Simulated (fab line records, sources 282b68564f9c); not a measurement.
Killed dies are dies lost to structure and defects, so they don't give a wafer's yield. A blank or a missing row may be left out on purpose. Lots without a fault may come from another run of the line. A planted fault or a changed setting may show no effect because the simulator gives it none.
fab line records | flow rit_cmos
record lots=6 wafers=18 last_day=6
route steps=202 shown NSD@138 PSD@142 SDANNEAL@153 M1@202
lots that met no fault: from a run of the same line without faults
start_h: hours from the record's first day to the start of the lot's first wafer shown | wait_h: hours since the lot's step before | " the same as in the row above | L1.1+2: a row that stands for several wafers | - no value, or no start given | * or withheld: withheld | < > ~ a bound
route shown NAME@n: a module of which the file shows steps, and the number in the route of the first | usual: mean/standard deviation of fault-free wafers | same: alike in all rows | chamber/n: place in a boat | sites: the reading at each site | _std_site: their standard deviation | _edge_site: outer sites' mean less inner sites' | radius_mm: how far each site lies from the wafer's centre | mask NAME#n: copy n | behind: the tool/chamber that last shaped the wafer | hold: why the lot was held/for how many hours/how that ended | device: the transistor (n, p or np) that didn't switch | end of line: the same wafers' tests at the end of the route | a step without rows: its recipe alone | killed: dies lost to structure and defects at the first sort, not the wafer's yield | map: a wafer's dies, x killed, . not, _ none there
set.NAME: the setting as run; set.NAME@STEP: as run at that earlier step | model.NAME: the simulator's own value behind a step, which no gauge read
lots at some steps of the route; a table a step, a row a wafer
services: from which hour (start_h, from the record's first day; less than 0 if before it) a tool's chamber was out of use, for how many hours, and why
## steps
# step RIT_NSD_HARDBAKE_07
# recipe resist=NOVOLAK temp_c=140 time_s=60
# step RIT_NSD_IMPLANT_08
# recipe species=P energy_kev=25 dose_cm2=1e+15 tilt_deg=7
# step RIT_NSD_STRIP_09
# recipe chemistry=O2 time_s=180 resist=NOVOLAK platen_temp_c=withheld power_w=500 pressure_mtorr=4000 o2_flow_sccm=4000
# usual drypump_motor_current_A=6.0/0.51
# columns lot.wafer tool chamber start_h wait_h drypump_motor_current_A rf_hours_counter_h
L822.3 plasma_asher-01 0 79.43 0.1 5.3 -
L822.5 " 1 " " 6.3 -
L822.6 " 0 " " 5.3 -
L823.1 plasma_asher-01 1 85.81 0.1 6.3 43
L823.2 " 0 " " 5.3 43
L823.4 " 0 " " 5.3 -
L825.1 plasma_asher-02 1 95.71 0.1 5.7 43
L825.2 " 0 " " 5.5 43
L825.6 " 0 " " 5.5 -
L828.2 plasma_asher-01 1 108.94 0.1 6.3 45
L828.3 " 0 " " 5.3 -
L828.4 " 1 " " 6.3 -
L830.3 plasma_asher-01 0 121.08 0.1 5.3 -
L830.5 " 1 " " 6.3 -
L830.6 " 0 " " 5.3 -
L834.2 plasma_asher-01 1 140.02 0.1 6.3 50
L834.3 " 0 " " 5.3 -
L834.4 " 1 " " 6.3 -
# step RIT_NSD_TW_MEAS_10
# usual NSD_TW=3090/35
# columns lot.wafer tool chamber start_h wait_h NSD_TW
L822.3 film_metro-04 - 79.57 0.1 3087
L822.5 " - " " 3090
L822.6 " - " " 3106
L823.1 film_metro-02 - 85.98 0.1 3041
L823.2 " - " " 3037
L823.4 " - " " 3048
L825.1 film_metro-02 - 95.88 0.1 3028
L825.2 " - " " 3037
L825.6 " - " " 3020
L828.2 film_metro-04 - 109.12 0.1 3103
L828.3 " - " " 3085
L828.4 " - " " 3085
L830.3 film_metro-03 - 121.21 0.1 3132
L830.5 " - " " 3124
L830.6 " - " " 3126
L834.2 film_metro-04 - 140.20 0.1 3121
L834.3 " - " " 3134
L834.4 " - " " 3126
# step RIT_PSD_HMDS_00
# recipe prime_time_s=60 prime_temp_c=140
# step RIT_PSD_COAT_01
# recipe resist=NOVOLAK spin_rpm=3250 resist_thk_nm=1000
# step RIT_PSD_SOFTBAKE_02
# recipe resist=NOVOLAK temp_c=90 time_s=60
# step RIT_PSD_EXPOSE_03
# recipe mask_id=M10 na=0.57 target_cd_nm=40900 dose_mj=250
# step RIT_PSD_PEB_04
# recipe resist=NOVOLAK temp_c=withheld time_s=withheld
# step RIT_PSD_DEVELOP_05
# recipe resist=NOVOLAK develop_time_s=50 dev_temp_c=23
# step RIT_PSD_OVL_MEAS_06
# usual PSD_OVL=0.0/1.6
# columns lot.wafer tool chamber start_h wait_h PSD_OVL[nm]
L822.3 overlay-01 - 80.47 - -1.9
L822.5 " - " " -1.4
L822.6 " - " " -1.5
L823.1 overlay-01 - 87.20 - 1.3
L823.2 " - " " 1.0
L823.4 " - " " 0.0
L825.1 overlay-02 - 96.92 - 1.3
L825.2 " - " " 3.1
L825.6 " - " " 0.6
L828.2 overlay-01 - 110.22 - -0.4
L828.3 " - " " -1.2
L828.4 " - " " -2.3
L830.3 overlay-01 - 122.35 - -0.1
L830.5 " - " " -1.1
L830.6 " - " " -2.5
L834.2 overlay-01 - 141.25 - 1.2
L834.3 " - " " 1.3
L834.4 " - " " 1.0
# step RIT_PSD_HARDBAKE_07
# recipe resist=NOVOLAK temp_c=140 time_s=60
# step RIT_PSD_IMPLANT_08
# recipe species=BF2 energy_kev=27 dose_cm2=5e+15 tilt_deg=7
# usual beam_on_s=14.0/1.6 dose_ions_cm2=5e+15/6e+12
# columns lot.wafer tool chamber start_h wait_h beam_on_s dose_ions_cm2
L822.3 implanter-04 0 80.75 0.1 16.9 5.006e+15
L822.5 " 0 " " 16.7 4.999e+15
L822.6 " 0 " " 17.0 4.997e+15
L823.1 implanter-03 0 87.38 0.1 12.5 5.006e+15
L823.2 " 0 " " 12.2 4.994e+15
L823.4 " 0 " " 12.4 5.01e+15
L825.1 implanter-03 0 97.10 0.1 19.2 7.949e+15
L825.2 " 0 " " 20.0 7.96e+15
L825.6 " 0 " " 20.9 7.969e+15
L828.2 implanter-03 0 110.42 0.1 20.3 7.959e+15
L828.3 " 0 " " 19.7 7.961e+15
L828.4 " 0 " " 19.3 7.962e+15
L830.3 implanter-04 0 122.67 0.1 16.2 5.009e+15
L830.5 " 0 " " 16.8 5e+15
L830.6 " 0 " " 16.0 4.999e+15
L834.2 implanter-02 0 141.45 0.1 14.6 5.006e+15
L834.3 " 0 " " 14.6 5.012e+15
L834.4 " 0 " " 13.5 5.006e+15
# step RIT_PSD_STRIP_09
# recipe chemistry=O2 time_s=180 resist=NOVOLAK platen_temp_c=withheld power_w=500 pressure_mtorr=4000 o2_flow_sccm=4000
# usual drypump_motor_current_A=6.0/0.55
# columns lot.wafer tool chamber start_h wait_h drypump_motor_current_A rf_hours_counter_h
L822.3 plasma_asher-01 0 80.90 0.1 5.3 -
L822.5 " 0 " " 5.3 -
L822.6 " 1 " " 6.3 -
L823.1 plasma_asher-01 0 87.53 0.1 5.3 43
L823.2 " 1 " " 6.3 43
L823.4 " 0 " " 5.3 -
L825.1 plasma_asher-03 0 97.25 0.1 6.7 47
L825.2 " 1 " " 5.5 47
L825.6 " 1 " " 5.5 -
L828.2 plasma_asher-04 0 110.55 0.1 6.4 34
L828.3 " 1 " " 6.6 -
L828.4 " 0 " " 6.4 -
L830.3 plasma_asher-01 0 122.83 0.1 5.3 -
L830.5 " 0 " " 5.3 -
L830.6 " 1 " " 6.3 -
L834.2 plasma_asher-03 1 141.58 0.1 5.5 51
L834.3 " 0 " " 6.7 -
L834.4 " 1 " " 5.5 -
# step RIT_PSD_TW_MEAS_10
# usual PSD_TW=3401/34
# columns lot.wafer tool chamber start_h wait_h PSD_TW
L822.3 film_metro-02 - 81.04 0.1 3341
L822.5 " - " " 3351
L822.6 " - " " 3367
L823.1 film_metro-03 - 87.71 0.1 3435
L823.2 " - " " 3443
L823.4 " - " " 3433
L825.1 film_metro-04 - 97.43 0.1 3500
L825.2 " - " " 3508
L825.6 " - " " 3505
L828.2 film_metro-04 - 110.73 0.1 3496
L828.3 " - " " 3483
L828.4 " - " " 3493
L830.3 film_metro-04 - 122.97 0.1 3430
L830.5 " - " " 3418
L830.6 " - " " 3416
L834.2 film_metro-02 - 141.76 0.1 3359
L834.3 " - " " 3358
L834.4 " - " " 3385
# step RIT_SDANNEAL_CLEAN_00
# recipe chemistry=SC1 mix=3:3:50 time_s=600 temp_c=75
# step RIT_SDANNEAL_CLEAN_01
# recipe chemistry=dHF dilution=50:1 time_s=30
# step RIT_SDANNEAL_CLEAN_02
# recipe chemistry=SC2 mix=3:3:50 time_s=600 temp_c=75 dry=n2_spin
# step RIT_SDANNEAL_RTA_03
# recipe temp_c=1050 time_s=5 idle_temp_c=600 ramp_up_c_per_s=342 ramp_down_c_per_s=171 cool_to_c=600 ambient=N2
# usual wafer_temp_C_max=1053.5/1.1
# columns lot.wafer tool chamber start_h wait_h wafer_temp_C_max
L822.3 rtp_anneal-01 0 81.47 0.0 1052.3
L822.5 " 0 " " 1053.8
L822.6 " 0 " " 1053.8
L823.1 rtp_anneal-02 0 88.14 0.0 1056.1
L823.2 " 0 " " 1052.7
L823.4 " 0 " " 1052.3
L825.1 rtp_anneal-02 0 97.85 0.0 1054.6
L825.2 " 0 " " 1053.3
L825.6 " 0 " " 1052.3
L828.2 rtp_anneal-01 0 111.19 0.0 1053.7
L828.3 " 0 " " 1052.7
L828.4 " 0 " " 1053.7
L830.3 rtp_anneal-01 0 123.39 0.0 1051.7
L830.5 " 0 " " 1053.0
L830.6 " 0 " " 1054.7
L834.2 rtp_anneal-01 0 142.22 0.0 1055.0
L834.3 " 0 " " 1054.3
L834.4 " 0 " " 1052.9
# step RIT_SDANNEAL_RS_MEAS_04
# recipe thk_meas_gauge=four-point-probe
# usual PSD_RS=115.98/0.27
# columns lot.wafer tool chamber start_h wait_h PSD_RS[ohm/sq]
L822.3 film_metro-03 - 81.55 0.1 116.28
L822.5 " - " " 116.05
L822.6 " - " " 116.43
L823.1 film_metro-02 - 88.19 0.0 115.69
L823.2 " - " " 115.75
L823.4 " - " " 115.84
L825.1 film_metro-03 - 97.91 0.0 110.52
L825.2 " - " " 110.22
L825.6 " - " " 110.00
L828.2 film_metro-03 - 111.30 0.1 110.19
L828.3 " - " " 110.72
L828.4 " - " " 110.77
L830.3 film_metro-03 - 123.47 0.1 115.68
L830.5 " - " " 115.76
L830.6 " - " " 115.79
L834.2 film_metro-03 - 142.29 0.1 116.00
L834.3 " - " " 115.96
L834.4 " - " " 116.03
# step RIT_SDANNEAL_RS_MEAS_05
# recipe thk_meas_gauge=four-point-probe
# usual NSD_RS=84.66/0.27
# columns lot.wafer tool chamber start_h wait_h NSD_RS[ohm/sq]
L822.3 film_metro-03 - 81.67 0.1 84.81
L822.5 " - " " 85.00
L822.6 " - " " 84.80
L823.1 film_metro-02 - 88.31 0.1 84.39
L823.2 " - " " 84.72
L823.4 " - " " 84.49
L825.1 film_metro-03 - 98.03 0.1 85.03
L825.2 " - " " 84.90
L825.6 " - " " 85.02
L828.2 film_metro-03 - 111.42 0.1 84.13
L828.3 " - " " 84.82
L828.4 " - " " 84.81
L830.3 film_metro-03 - 123.59 0.1 84.48
L830.5 " - " " 84.82
L830.6 " - " " 84.55
L834.2 film_metro-03 - 142.41 0.1 84.62
L834.3 " - " " 84.44
L834.4 " - " " 84.46
# step RIT_M1_PROBE_99
# usual killed_at_contacts=0.1/0.24 killed_at_front_end=7/3.1 killed_dies=7/3.1 killed_on_rim=1.8/1.4 killed_open=3.3/2 killed_short=3.4/2.1
# same gross_dies=264 killed_at_M0_to_M3=0 killed_at_M4_up=0 killed_at_back_side=0 killed_at_other=0
# columns lot.wafer tool chamber start_h wait_h killed_at_contacts killed_at_front_end killed_dies killed_on_rim killed_open killed_short
L822.3 prober-01 - 89.04 0.2 0 10 10 5 3 7
L822.5 prober-01 - 89.14 0.2 0 6 6 3 5 1
L822.6 prober-01 - 89.19 0.2 0 6 6 0 2 4
L823.1 prober-02 - 95.57 0.1 0 6 6 3 3 3
L823.2 prober-02 - 95.62 0.1 0 10 10 1 6 4
L823.4 prober-02 - 95.72 0.2 0 8 8 1 2 6
L825.1 prober-01 - 105.47 0.1 0 10 10 5 6 4
L825.2 prober-01 - 105.52 0.1 0 10 10 1 5 5
L825.6 prober-01 - 105.72 0.2 1 8 9 4 4 5
L828.2 prober-02 - 119.21 0.1 0 5 5 1 3 2
L828.3 prober-02 - 119.26 0.2 0 6 6 2 3 3
L828.4 prober-02 - 119.31 0.2 0 6 6 2 4 2
L830.3 prober-02 - 130.90 0.2 0 11 11 1 9 2
L830.5 prober-02 - 131.00 0.2 0 4 4 2 2 2
L830.6 prober-02 - 131.05 0.2 0 4 4 0 2 2
L834.2 prober-02 - 149.92 0.1 0 5 5 2 5 0
L834.3 prober-02 - 149.97 0.2 0 4 4 3 3 1
L834.4 prober-02 - 150.02 0.2 0 6 6 1 5 1
# killed by level:class
L822.3 REOX:geometric_particle:short=3 FOX2:geometric_particle:short=2 FOX2:geometric_particle:open=1 GATE:geometric_particle:open=1 REOX:geometric_particle:open=1 SPACER:geometric_particle:short=1 SILICIDE:geometric_particle:short=1
L822.5 GATE:geometric_particle:open=2 REOX:geometric_particle:open=2 SPACER:geometric_particle:open=1 SILICIDE:geometric_particle:short=1
L822.6 SPACER:geometric_particle:short=3 GATE:geometric_particle:open=2 FOX1:geometric_particle:short=1
L823.1 SILICIDE:geometric_particle:short=2 FOX2:geometric_particle:short=1 GATE:geometric_particle:open=1 REOX:geometric_particle:open=1 SILICIDE:geometric_particle:open=1
L823.2 SILICIDE:geometric_particle:open=3 FOX1:geometric_particle:open=2 SPACER:geometric_particle:short=2 FOX1:geometric_particle:short=1 GATE:geometric_particle:short=1 REOX:geometric_particle:open=1
L823.4 GATE:geometric_particle:short=4 FOX2:geometric_particle:open=1 REOX:geometric_particle:short=1 REOX:geometric_particle:open=1 SPACER:geometric_particle:short=1
L825.1 GATE:geometric_particle:open=3 SILICIDE:geometric_particle:open=3 FOX1:geometric_particle:short=2 GATE:geometric_particle:short=1 SILICIDE:geometric_particle:short=1
L825.2 GATE:geometric_particle:open=2 REOX:geometric_particle:short=2 FOX1:geometric_particle:open=1 FOX1:geometric_particle:short=1 FOX2:geometric_particle:open=1 GATE:geometric_particle:short=1 REOX:geometric_particle:open=1 SILICIDE:geometric_particle:short=1
L825.6 GATE:geometric_particle:short=3 GATE:geometric_particle:open=2 FOX1:geometric_particle:open=1 SILICIDE:geometric_particle:open=1 SILICIDE:geometric_particle:short=1 CONTACT:geometric_particle:short=1
L828.2 GATE:geometric_particle:open=2 GATE:geometric_particle:short=1 SILICIDE:geometric_particle:open=1 STARTING-WAFER:geometric_particle:short=1
L828.3 GATE:geometric_particle:open=3 FOX1:geometric_particle:short=1 FOX2:geometric_particle:short=1 SPACER:geometric_particle:short=1
L828.4 GATE:geometric_particle:short=2 GATE:geometric_particle:open=2 SPACER:geometric_particle:open=2
L830.3 GATE:geometric_particle:open=5 FOX1:geometric_particle:short=1 FOX1:geometric_particle:open=1 FOX2:geometric_particle:open=1 GATE:geometric_particle:short=1 SPACER:geometric_particle:open=1 SILICIDE:geometric_particle:open=1
L830.5 GATE:geometric_particle:open=2 GATE:geometric_particle:short=1 SILICIDE:geometric_particle:short=1
L830.6 FOX1:geometric_particle:open=1 FOX1:geometric_particle:short=1 SILICIDE:geometric_particle:short=1 SILICIDE:geometric_particle:open=1
L834.2 GATE:geometric_particle:open=3 FOX2:geometric_particle:open=1 SILICIDE:geometric_particle:open=1
L834.3 FOX1:geometric_particle:open=2 REOX:geometric_particle:short=1 SPACER:geometric_particle:open=1
L834.4 FOX1:geometric_particle:open=2 GATE:geometric_particle:open=1 REOX:geometric_particle:open=1 SILICIDE:geometric_particle:open=1 SILICIDE:geometric_particle:short=1
## services
# columns tool chamber start_h hours kind
implanter-02 - 81.78 3.4 repair
plasma_asher-04 - 87.09 2.8 pm
implanter-02 - 88.69 4.7 pm
implanter-04 - 96.84 23.2 pm
plasma_asher-02 - 108.75 9.0 pm
plasma_asher-02 0 108.75 9.0 vent_cycle
plasma_asher-02 1 108.75 9.0 vent_cycle
plasma_asher-04 - 114.73 0.3 repair
plasma_asher-04 - 115.27 2.3 repair
implanter-02 - 115.87 0.6 repair
plasma_asher-03 - 117.44 8.2 repair
plasma_asher-02 0 117.75 - clean
plasma_asher-02 1 117.75 - clean
rtp_anneal-02 - 131.24 2.6 pm
## key
first_sign step=RIT_PSD_IMPLANT_08 reading=dose_ions_cm2 direction=up sigmas=99+ usual=5e+15 struck=7.96e+15
effect step=RIT_PSD_IMPLANT_08 reading=beam_on_s direction=up sigmas=3.5 usual=14.0 struck=19.9
effect step=RIT_PSD_TW_MEAS_10 reading=PSD_TW direction=up sigmas=2.8 usual=3401 struck=3498
effect step=RIT_SDANNEAL_RS_MEAS_04 reading=PSD_RS direction=down sigmas=20 usual=115.98 struck=110.40
met_at RIT_PSD_IMPLANT_08
struck_wafers L825.1,L825.2,L825.6,L828.2,L828.3,L828.4
tester_left_out L825,L828
onset_between 87.38 97.10
fault kind=process_parameter_drift tool=implanter-03 chamber=- onset_h=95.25 steps=RIT_PSD_IMPLANT_08 channel=dose_cm2 offset=2.9607e+15 shape=step end_h=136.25 acts_in=these_recipes_only stated=5e+15
# tester_left_out: of these lots the tester's yield and bins aren't shown, on N5 and GAA mostly nor the transistor test; their killed dies are dies lost to structure and defects alone, not to doping, threshold or leakage, so they don't give the yield
